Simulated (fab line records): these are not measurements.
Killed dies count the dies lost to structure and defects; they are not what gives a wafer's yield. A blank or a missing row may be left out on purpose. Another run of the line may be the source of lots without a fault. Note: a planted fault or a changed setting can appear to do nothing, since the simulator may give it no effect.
Which tool did it? -- flow berkeley_cmos170 -- 7 lots (21 wafers sampled), 1 step of a 331-step route

WHAT THE GAUGES READ, wafer by wafer
UCB170_WELLDRIVE_THK_MEAS_02.
lot,measured,on,WELLDRIVE_OXIDE_THK (nm)
L147,day 3 18:23,film_metro-02,202 202 201
L150,day 4 08:25,film_metro-04,202 203 200
L154,day 5 05:35,film_metro-01,198 200 198
L155,day 5 21:27,film_metro-02,201 200 204
L162,day 7 03:05,film_metro-02,199 195 199
L165,day 7 15:46,film_metro-02,205 206 205
L166,day 8 03:22,film_metro-04,210 208 203

EACH LOT AND THE TOOL THAT RAN IT (in order: tool; ch and the chambers of the sampled wafers; start)
No process step before these readings appears in the record.

THE ANSWER, worked out from the rows above alone
Rule: what is usual is taken from the lots themselves. Put in order of their means at a reading, lots are off if they are a third of the lots or fewer, leave a main group of 4 or more, and stand apart from it by a gap of 3 or more times the standard deviation of the main group's means; of several such gaps the widest counts. A main group is skipped when, at the precision printed for the reading in the tables above, its means are all equal. A lot without any number at a reading at which 4 lots or more have one is off too. Where the step has rows for the other lots, those lots are counted as sound.
Across all readings shown, no lot is off: no conclusion can be drawn from this.

WHAT HAD BEEN PUT IN BY THE SIMULATOR
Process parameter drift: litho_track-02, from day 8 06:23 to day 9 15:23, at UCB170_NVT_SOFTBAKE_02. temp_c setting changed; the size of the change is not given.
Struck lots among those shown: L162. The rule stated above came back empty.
